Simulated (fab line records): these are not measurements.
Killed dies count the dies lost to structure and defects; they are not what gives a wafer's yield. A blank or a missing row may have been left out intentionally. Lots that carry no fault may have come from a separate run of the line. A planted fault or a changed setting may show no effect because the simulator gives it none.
Matching of chambers :: flow berkeley cmos170 :: UCB170_V1_CMP_02 on cmp-01: 4 sister chambers
The step polishes SiO2. 16 wafers are shown with their chamber, then 8 later ones without.

## WAFERS PAIRED WITH THEIR CHAMBERS
wafer: L716.2
chamber: 0
motor current A (A): 18.2

wafer: L716.4
chamber: 2
motor current A (A): 16.7

wafer: L716.6
chamber: 3
motor current A (A): 14.0

wafer: L719.3
chamber: 2
motor current A (A): 17.3

wafer: L719.4
chamber: 0
motor current A (A): 19.1

wafer: L719.5
chamber: 3
motor current A (A): 13.0

wafer: L723.1
chamber: 2
motor current A (A): 17.6

wafer: L723.5
chamber: 1
motor current A (A): 14.7

wafer: L723.6
chamber: 0
motor current A (A): 18.2

wafer: L721.2
chamber: 3
motor current A (A): 14.4

wafer: L721.5
chamber: 0
motor current A (A): 17.8

wafer: L721.6
chamber: 1
motor current A (A): 15.2

wafer: L726.2
chamber: 0
motor current A (A): 18.5

wafer: L726.3
chamber: 2
motor current A (A): 16.7

wafer: L726.6
chamber: 0
motor current A (A): 18.3

wafer: L735.1
chamber: 0
motor current A (A): 18.9

SIGNATURES (averages over the wafers above)
reading: motor current A
chamber 0: 18.429
chamber 1: 14.950
chamber 2: 17.075
chamber 3: 13.800
scatter within a chamber: 0.497
Rule: a wafer lies at a distance from a chamber equal to the root of the sum of squares, over the readings, of (its reading less the chamber's mean, divided by the reading's scatter). The wafer belongs to the nearest chamber; if the next one is less than 2 further off, it can't be placed. The scatter is the square root of a quotient: the sum, over the shown wafers, of each reading's squared deviation from its chamber's mean, divided by wafers minus chambers.

## WAFERS WITH NO CHAMBER GIVEN
wafer: L735.5
motor current A (A): 17.6

wafer: L735.6
motor current A (A): 14.4

wafer: L737.1
motor current A (A): 14.8

wafer: L737.2
motor current A (A): 17.9

wafer: L737.5
motor current A (A): 14.4

wafer: L738.1
motor current A (A): 14.0

wafer: L738.2
motor current A (A): 17.0

wafer: L738.4
motor current A (A): 14.8

## WHICH CHAMBER EACH ONE RAN IN
wafer: L735.5
from the rows above: can't be placed: 2 or 0
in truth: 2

wafer: L735.6
from the rows above: can't be placed: 1 or 3
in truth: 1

wafer: L737.1
from the rows above: can't be placed: 1 or 3
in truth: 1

wafer: L737.2
from the rows above: can't be placed: 0 or 2
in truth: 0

wafer: L737.5
from the rows above: can't be placed: 1 or 3
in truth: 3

wafer: L738.1
from the rows above: can't be placed: 3 or 1
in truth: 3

wafer: L738.2
from the rows above: 2
in truth: 2

wafer: L738.4
from the rows above: can't be placed: 1 or 3
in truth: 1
Correctly placed: 1 of 8. Unplaceable from these rows: 7, with the true chamber sitting among the candidates in 7. 0 placed wrongly.
